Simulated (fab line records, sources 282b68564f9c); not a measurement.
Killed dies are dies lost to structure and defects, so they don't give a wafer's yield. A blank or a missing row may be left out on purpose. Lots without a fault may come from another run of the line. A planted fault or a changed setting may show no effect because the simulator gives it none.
fab line records | flow rit_cmos
record lots=6 wafers=18 last_day=5
route steps=202 shown PWELL@49 WELLDRIVE@50 NWELL@51 NRETRO@53 M1@202
lots that met no fault: from a run of the same line without faults
start_h: hours from the record's first day to the start of the lot's first wafer shown | wait_h: hours since the lot's step before | " the same as in the row above | L1.1+2: a row that stands for several wafers | - no value, or no start given | * or withheld: withheld | < > ~ a bound
route shown NAME@n: a module of which the file shows steps, and the number in the route of the first | usual: mean/standard deviation of fault-free wafers | same: alike in all rows | chamber/n: place in a boat | sites: the reading at each site | _std_site: their standard deviation | _edge_site: outer sites' mean less inner sites' | radius_mm: how far each site lies from the wafer's centre | mask NAME#n: copy n | behind: the tool/chamber that last shaped the wafer | hold: why the lot was held/for how many hours/how that ended | device: the transistor (n, p or np) that didn't switch | end of line: the same wafers' tests at the end of the route | a step without rows: its recipe alone | killed: dies lost to structure and defects at the first sort, not the wafer's yield | map: a wafer's dies, x killed, . not, _ none there
set.NAME: the setting as run; set.NAME@STEP: as run at that earlier step | model.NAME: the simulator's own value behind a step, which no gauge read
lots at some steps of the route; a table a step, a row a wafer
services: from which hour (start_h, from the record's first day; less than 0 if before it) a tool's chamber was out of use, for how many hours, and why
## steps
# step RIT_PWELL_TW_MEAS_10
# usual PWELL_TW=946/5.5
# columns lot.wafer tool chamber start_h wait_h PWELL_TW
L886.1 film_metro-01 - 49.24 0.1 949
L886.3 " - " " 944
L886.6 " - " " 945
L887.1 film_metro-01 - 52.42 0.1 948
L887.2 " - " " 947
L887.6 " - " " 945
L891.1 film_metro-02 - 73.36 0.1 949
L891.3 " - " " 944
L891.6 " - " " 945
L892.1 film_metro-03 - 81.60 0.1 935
L892.2 " - " " 941
L892.3 " - " " 945
L893.1 film_metro-01 - 83.40 0.1 957
L893.5 " - " " 955
L893.6 " - " " 958
L894.2 film_metro-03 - 87.80 0.1 942
L894.3 " - " " 937
L894.4 " - " " 939
# step RIT_WELLDRIVE_ANNEAL_00
# recipe temp_c=1100 time_s=14700 ambient=N2
# step RIT_WELLDRIVE_RS_MEAS_01
# recipe thk_meas_gauge=four-point-probe
# usual NWELL_RS=276.2/0.94
# columns lot.wafer tool chamber start_h wait_h NWELL_RS[ohm/sq]
L886.1 film_metro-01 - 54.99 0.0 275.5
L886.3 " - " " 275.4
L886.6 " - " " 274.6
L887.1 film_metro-03 - 57.56 0.0 276.2
L887.2 " - " " 277.6
L887.6 " - " " 276.9
L891.1 film_metro-03 - 78.69 0.0 276.7
L891.3 " - " " 276.0
L891.6 " - " " 276.1
L892.1 film_metro-03 - 86.74 0.0 275.7
L892.2 " - " " 276.2
L892.3 " - " " 276.5
L893.1 film_metro-03 - 88.99 0.0 276.9
L893.5 " - " " 277.9
L893.6 " - " " 278.2
L894.2 film_metro-02 - 92.96 0.0 275.4
L894.3 " - " " 276.1
L894.4 " - " " 275.4
# step RIT_WELLDRIVE_RS_MEAS_02
# recipe thk_meas_gauge=four-point-probe
# usual PWELL_RS=430.1/1.3
# columns lot.wafer tool chamber start_h wait_h PWELL_RS[ohm/sq]
L886.1 film_metro-01 - 55.11 0.1 429.0
L886.3 " - " " 429.6
L886.6 " - " " 430.1
L887.1 film_metro-03 - 57.68 0.1 430.1
L887.2 " - " " 429.7
L887.6 " - " " 430.2
L891.1 film_metro-03 - 78.81 0.1 429.2
L891.3 " - " " 429.0
L891.6 " - " " 428.8
L892.1 film_metro-03 - 86.86 0.1 431.6
L892.2 " - " " 431.9
L892.3 " - " " 430.7
L893.1 film_metro-03 - 89.11 0.1 430.2
L893.5 " - " " 431.2
L893.6 " - " " 430.3
L894.2 film_metro-02 - 93.08 0.1 430.5
L894.3 " - " " 431.0
L894.4 " - " " 430.2
# step RIT_NRETRO_HMDS_00
# recipe prime_time_s=60 prime_temp_c=140
# step RIT_NRETRO_COAT_01
# recipe resist=NOVOLAK spin_rpm=2000 resist_thk_nm=1300
# step RIT_NRETRO_SOFTBAKE_02
# recipe resist=NOVOLAK temp_c=90 time_s=60
# step RIT_NRETRO_EXPOSE_03
# recipe mask_id=M4 na=0.57 target_cd_nm=43900 dose_mj=250
# step RIT_NRETRO_PEB_04
# recipe resist=NOVOLAK temp_c=withheld time_s=withheld
# step RIT_NRETRO_DEVELOP_05
# recipe resist=NOVOLAK develop_time_s=68 dev_temp_c=23
# step RIT_NRETRO_OVL_MEAS_06
# usual NRETRO_OVL=0.8/1.2
# columns lot.wafer tool chamber start_h wait_h NRETRO_OVL[nm]
L886.1 overlay-02 - 56.11 - 1.5
L886.3 " - " " 1.4
L886.6 " - " " 2.4
L887.1 overlay-02 - 58.68 - 2.1
L887.2 " - " " 0.6
L887.6 " - " " 3.1
L891.1 overlay-01 - 79.98 - 0.4
L891.3 " - " " 0.6
L891.6 " - " " 0.8
L892.1 overlay-02 - 87.98 - -1.8
L892.2 " - " " 1.0
L892.3 " - " " 1.5
L893.1 overlay-02 - 90.11 - 0.6
L893.5 " - " " 1.1
L893.6 " - " " 1.4
L894.2 overlay-01 - 94.06 - 0.4
L894.3 " - " " 0.8
L894.4 " - " " 0.3
# step RIT_NRETRO_HARDBAKE_07
# recipe resist=NOVOLAK temp_c=140 time_s=120
# step RIT_NRETRO_IMPLANT_08
# recipe species=P energy_kev=69.49 dose_cm2=1e+13 tilt_deg=7
# usual beam_on_s=10.00/0.2 dose_ions_cm2=9.999e+12/9.5e+09 tilt_deg=6.995/0.019
# columns lot.wafer tool chamber start_h wait_h beam_on_s dose_ions_cm2 tilt_deg
L886.1 implanter-01 0 56.39 0.2 10.43 9.988e+12 7.005
L886.3 " 0 " " 10.36 9.999e+12 6.966
L886.6 " 0 " " 10.07 9.994e+12 6.993
L887.1 implanter-03 0 58.97 0.2 9.93 9.992e+12 6.999
L887.2 " 0 " " 9.99 9.972e+12 7.011
L887.6 " 0 " " 9.65 1.0002e+13 7.049
L891.1 implanter-01 0 80.27 0.2 10.15 9.484e+12 6.999
L891.3 " 0 " " 9.69 9.485e+12 6.966
L891.6 " 0 " " 9.85 9.478e+12 6.971
L892.1 implanter-02 0 88.27 0.2 9.77 1.0008e+13 6.984
L892.2 " 0 " " 9.97 1.0006e+13 6.978
L892.3 " 0 " " 10.03 9.997e+12 6.980
L893.1 implanter-01 0 90.39 0.2 10.15 9.471e+12 7.005
L893.5 " 0 " " 9.47 9.462e+12 6.994
L893.6 " 0 " " 10.02 9.462e+12 7.012
L894.2 implanter-02 0 94.37 0.2 10.02 1.0005e+13 6.975
L894.3 " 0 " " 9.58 9.998e+12 7.006
L894.4 " 0 " " 10.18 9.999e+12 6.988
# step RIT_NRETRO_STRIP_09
# recipe chemistry=O2 time_s=180 resist=NOVOLAK platen_temp_c=withheld power_w=500 pressure_mtorr=4000 o2_flow_sccm=4000
# usual drypump_motor_current_A=5.6/0.57
# same time_s=180
# columns lot.wafer tool chamber start_h wait_h drypump_motor_current_A rf_hours_counter_h
L886.1 plasma_asher-03 1 56.54 0.1 4.9 42
L886.3 " 0 " " 5.7 -
L886.6 " 1 " " 4.9 -
L887.1 plasma_asher-02 0 59.12 0.1 6.0 26
L887.2 " 1 " " 6.5 26
L887.6 " 0 " " 6.0 -
L891.1 plasma_asher-02 1 80.42 0.1 6.5 28
L891.3 " 0 " " 6.0 -
L891.6 " 0 " " 5.9 -
L892.1 plasma_asher-04 0 88.42 0.1 6.2 45
L892.2 " 1 " " 5.0 45
L892.3 " 1 " " 5.0 -
L893.1 plasma_asher-04 0 90.54 0.1 6.1 45
L893.5 " 1 " " 5.0 -
L893.6 " 0 " " 6.2 -
L894.2 plasma_asher-03 0 94.49 0.1 5.7 46
L894.3 " 1 " " 4.9 -
L894.4 " 0 " " 5.7 -
# step RIT_M1_PROBE_99
# usual killed_at_front_end=7/3 killed_dies=7.0/3 killed_open=3.5/2.1 killed_short=3.4/1.9
# same gross_dies=264 killed_at_M0_to_M3=0 killed_at_M4_up=0 killed_at_back_side=0 killed_at_contacts=0 killed_at_other=0
# columns lot.wafer tool chamber start_h wait_h killed_at_front_end killed_dies killed_open killed_short model.etest.cap_p_gate.c_min_ff_um2
L886.1 prober-02 - 84.02 0.1 11 11 6 4 2.347
L886.3 prober-02 - 84.12 0.2 9 9 7 2 2.332
L886.6 prober-02 - 84.27 0.2 5 5 1 4 2.344
L887.1 prober-01 - 89.07 0.1 3 3 3 0 2.33
L887.2 prober-01 - 89.12 0.1 10 10 5 5 2.316
L887.6 prober-01 - 89.32 0.2 8 8 5 3 2.33
L891.1 prober-01 - 113.20 0.1 5 5 2 3 2.307
L891.3 prober-01 - 113.30 0.2 10 10 5 5 2.302
L891.6 prober-01 - 113.45 0.2 13 13 9 4 2.314
L892.1 prober-02 - 119.40 0.1 4 4 3 1 2.336
L892.2 prober-02 - 119.45 0.1 3 3 2 1 2.308
L892.3 prober-02 - 119.50 0.2 8 8 4 4 2.326
L893.1 prober-01 - 120.30 0.1 5 5 3 2 2.325
L893.5 prober-01 - 120.50 0.2 6 6 5 1 2.317
L893.6 prober-01 - 120.55 0.2 7 7 2 5 2.313
L894.2 prober-02 - 123.78 0.1 8 8 6 2 2.289
L894.3 prober-02 - 123.83 0.2 7 7 3 4 2.308
L894.4 prober-02 - 123.88 0.2 7 7 6 1 2.329
# killed by level:class
L886.1 GATE:geometric_particle:open=4 SPACER:geometric_particle:short=2 SILICIDE:geometric_particle:open=2 GATE:geometric_particle:short=1 REOX:geometric_particle:short=1 PRETRO:coat_microbubble_printed=1
L886.3 SPACER:geometric_particle:open=4 REOX:geometric_particle:open=2 FOX2:geometric_particle:short=1 SILICIDE:geometric_particle:short=1 SILICIDE:geometric_particle:open=1
L886.6 SPACER:geometric_particle:short=2 FOX2:geometric_particle:open=1 GATE:geometric_particle:short=1 REOX:geometric_particle:short=1
L887.1 GATE:geometric_particle:open=2 SILICIDE:geometric_particle:open=1
L887.2 FOX1:geometric_particle:short=2 REOX:geometric_particle:open=2 SILICIDE:geometric_particle:open=2 FOX2:geometric_particle:short=1 GATE:geometric_particle:open=1 SPACER:geometric_particle:short=1 SILICIDE:geometric_particle:short=1
L887.6 REOX:geometric_particle:open=2 FOX1:geometric_particle:open=1 FOX2:geometric_particle:short=1 GATE:geometric_particle:short=1 GATE:geometric_particle:open=1 REOX:geometric_particle:short=1 SILICIDE:geometric_particle:open=1
L891.1 REOX:geometric_particle:short=2 GATE:geometric_particle:open=1 REOX:geometric_particle:open=1 SILICIDE:geometric_particle:short=1
L891.3 SILICIDE:geometric_particle:short=3 SILICIDE:geometric_particle:open=3 GATE:geometric_particle:open=2 REOX:geometric_particle:short=1 SPACER:geometric_particle:short=1
L891.6 GATE:geometric_particle:open=5 SILICIDE:geometric_particle:open=2 FOX1:geometric_particle:short=1 FOX1:geometric_particle:open=1 GATE:geometric_particle:short=1 REOX:geometric_particle:short=1 REOX:geometric_particle:open=1 SPACER:geometric_particle:short=1
L892.1 SILICIDE:geometric_particle:open=2 GATE:geometric_particle:open=1 SPACER:geometric_particle:short=1
L892.2 FOX1:geometric_particle:open=1 GATE:geometric_particle:open=1 GATE:geometric_particle:short=1
L892.3 GATE:geometric_particle:open=3 FOX2:geometric_particle:short=2 SPACER:geometric_particle:short=2 FOX2:geometric_particle:open=1
L893.1 SPACER:geometric_particle:short=2 SPACER:geometric_particle:open=2 REOX:geometric_particle:open=1
L893.5 SILICIDE:geometric_particle:open=2 SPACER:geometric_particle:open=2 REOX:geometric_particle:short=1 REOX:geometric_particle:open=1
L893.6 GATE:geometric_particle:short=3 FOX1:geometric_particle:short=1 REOX:geometric_particle:open=1 SPACER:geometric_particle:short=1 SILICIDE:geometric_particle:open=1
L894.2 GATE:geometric_particle:open=2 FOX1:geometric_particle:short=1 FOX2:geometric_particle:open=1 GATE:geometric_particle:short=1 REOX:geometric_particle:open=1 SPACER:geometric_particle:open=1 SILICIDE:geometric_particle:open=1
L894.3 SILICIDE:geometric_particle:short=2 FOX1:geometric_particle:short=1 REOX:geometric_particle:open=1 SPACER:geometric_particle:open=1 SPACER:geometric_particle:short=1 SILICIDE:geometric_particle:open=1
L894.4 SILICIDE:geometric_particle:open=2 FOX1:geometric_particle:open=1 FOX2:geometric_particle:open=1 GATE:geometric_particle:open=1 SPACER:geometric_particle:open=1 SPACER:geometric_particle:short=1
## services
# columns tool chamber start_h hours kind
implanter-01 - 53.72 1.8 repair
implanter-02 - 58.44 2.9 pm
plasma_asher-03 - 63.43 0.4 repair
implanter-02 - 78.32 2.1 repair
implanter-03 - 84.04 0.6 repair
implanter-03 - 94.10 1.7 repair
## key
first_sign step=RIT_NRETRO_IMPLANT_08 reading=dose_ions_cm2 direction=down sigmas=55 usual=9.999e+12 struck=9.474e+12
effect none on later readings
model_effect step=RIT_M1_PROBE_99 value=etest.cap_p_gate.c_min_ff_um2 without=2.332 struck=2.313
met_at RIT_NRETRO_IMPLANT_08
struck_wafers L891.1,L891.3,L891.6,L893.1,L893.5,L893.6
tester_left_out L891,L893
onset_between 56.39 80.27
fault kind=process_parameter_drift tool=implanter-01 chamber=- onset_h=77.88 steps=RIT_NRETRO_IMPLANT_08 channel=dose_cm2 offset=-5.2592e+11 shape=step end_h=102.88 acts_in=these_recipes_only stated=1e+13
# tester_left_out: of these lots the tester's yield and bins aren't shown, on N5 and GAA mostly nor the transistor test; their killed dies are dies lost to structure and defects alone, not to doping, threshold or leakage, so they don't give the yield
